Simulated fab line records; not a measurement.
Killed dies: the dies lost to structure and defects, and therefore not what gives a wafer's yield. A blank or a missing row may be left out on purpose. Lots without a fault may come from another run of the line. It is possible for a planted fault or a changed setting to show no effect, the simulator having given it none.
A sampling plan put to the test || flow rit-cmos || each of the 10 faults these records tell of, on one fab line, judged from the records of the lots it struck
Plan = the line's own looks (route steps where a gauge or an inspection reads the wafer without altering it). A look is open to judgement when struck wafers have a number at it and the file gives its usual mean and standard deviation on fault-free wafers. Caught: the struck wafers' mean, at a look after the fault's first step, is 4 or more of those standard deviations (sigma) away from the usual mean. On the tool: the identical test, applied to the tool's own readings at the steps of the fault. Also counted as caught: the struck wafers showing another recipe, or a record that is empty for them alone.

THE FAULTS, as the simulator had put them in
1. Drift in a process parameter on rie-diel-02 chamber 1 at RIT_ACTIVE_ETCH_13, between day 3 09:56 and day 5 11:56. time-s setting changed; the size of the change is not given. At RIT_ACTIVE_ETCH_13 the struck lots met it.
2. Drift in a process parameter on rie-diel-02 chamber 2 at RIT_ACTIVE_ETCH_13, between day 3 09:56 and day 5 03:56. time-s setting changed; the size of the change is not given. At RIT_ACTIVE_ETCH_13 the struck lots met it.
3. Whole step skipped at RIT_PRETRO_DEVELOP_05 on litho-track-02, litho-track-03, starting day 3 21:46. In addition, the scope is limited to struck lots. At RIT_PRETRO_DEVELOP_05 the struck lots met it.
4. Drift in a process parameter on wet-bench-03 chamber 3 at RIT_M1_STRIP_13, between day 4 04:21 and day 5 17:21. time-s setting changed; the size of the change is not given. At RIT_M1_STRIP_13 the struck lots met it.
5. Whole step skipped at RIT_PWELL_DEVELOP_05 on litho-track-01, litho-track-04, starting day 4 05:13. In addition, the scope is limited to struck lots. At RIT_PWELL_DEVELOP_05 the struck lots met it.
6. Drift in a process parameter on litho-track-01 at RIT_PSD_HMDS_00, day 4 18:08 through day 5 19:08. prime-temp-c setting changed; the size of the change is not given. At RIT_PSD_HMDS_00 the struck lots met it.
7. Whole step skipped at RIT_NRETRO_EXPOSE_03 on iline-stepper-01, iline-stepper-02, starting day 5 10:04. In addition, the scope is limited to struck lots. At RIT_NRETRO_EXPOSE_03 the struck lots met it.
8. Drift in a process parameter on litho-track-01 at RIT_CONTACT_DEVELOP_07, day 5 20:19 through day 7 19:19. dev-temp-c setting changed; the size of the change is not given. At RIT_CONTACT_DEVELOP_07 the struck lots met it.
9. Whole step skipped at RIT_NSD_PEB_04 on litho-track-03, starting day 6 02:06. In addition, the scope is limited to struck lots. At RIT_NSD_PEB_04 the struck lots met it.
10. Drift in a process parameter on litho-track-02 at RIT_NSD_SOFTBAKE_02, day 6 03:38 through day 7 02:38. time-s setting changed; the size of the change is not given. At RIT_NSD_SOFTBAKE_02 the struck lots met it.

WHAT THE PLAN SAW
{"fault": 1, "on the tool itself": "run-length-s -59 sigma", "first look that catches it": "none of the 3 looks that can be judged after it", "reading, sigma": "-", "median hours from its first step to that look": "-", "hours from the fault's start to the first struck lot there": "-", "judged looks passed uncaught": 3}
{"fault": 2, "on the tool itself": "run-length-s +36 sigma", "first look that catches it": "no look after it can be judged", "reading, sigma": "-", "median hours from its first step to that look": "-", "hours from the fault's start to the first struck lot there": "-", "judged looks passed uncaught": 0}
{"fault": 3, "on the tool itself": "the tool's record is blank for the struck wafers", "first look that catches it": "no look after it can be judged", "reading, sigma": "-", "median hours from its first step to that look": "-", "hours from the fault's start to the first struck lot there": "-", "judged looks passed uncaught": 0}
{"fault": 4, "on the tool itself": "run-length-s -16 sigma", "first look that catches it": "no look after it can be judged", "reading, sigma": "-", "median hours from its first step to that look": "-", "hours from the fault's start to the first struck lot there": "-", "judged looks passed uncaught": 0}
{"fault": 5, "on the tool itself": "the tool's record is blank for the struck wafers", "first look that catches it": "no look after it can be judged", "reading, sigma": "-", "median hours from its first step to that look": "-", "hours from the fault's start to the first struck lot there": "-", "judged looks passed uncaught": 0}
{"fault": 6, "on the tool itself": "prime-temp-c -16 sigma", "first look that catches it": "no look after it can be judged", "reading, sigma": "-", "median hours from its first step to that look": "-", "hours from the fault's start to the first struck lot there": "-", "judged looks passed uncaught": 0}
{"fault": 7, "on the tool itself": "no reading that can be judged", "first look that catches it": "no look after it can be judged", "reading, sigma": "-", "median hours from its first step to that look": "-", "hours from the fault's start to the first struck lot there": "-", "judged looks passed uncaught": 0}
{"fault": 8, "on the tool itself": "developer-temp-C +7.0 sigma", "first look that catches it": "no look after it can be judged", "reading, sigma": "-", "median hours from its first step to that look": "-", "hours from the fault's start to the first struck lot there": "-", "judged looks passed uncaught": 0}
{"fault": 9, "on the tool itself": "no reading that can be judged", "first look that catches it": "no look after it can be judged", "reading, sigma": "-", "median hours from its first step to that look": "-", "hours from the fault's start to the first struck lot there": "-", "judged looks passed uncaught": 0}
{"fault": 10, "on the tool itself": "run-length-s +16 sigma", "first look that catches it": "no look after it can be judged", "reading, sigma": "-", "median hours from its first step to that look": "-", "hours from the fault's start to the first struck lot there": "-", "judged looks passed uncaught": 0}
Dash: fault not caught, or number not given in these records.

Caught at a look: 0 of 10. Caught on the tool: 8 of 10. By one or the other: 8 of 10.
On the tool alone, faults 1, 2, 3, 4, 5, 6, 8, 10 were caught.
Caught by neither: faults 7, 9.
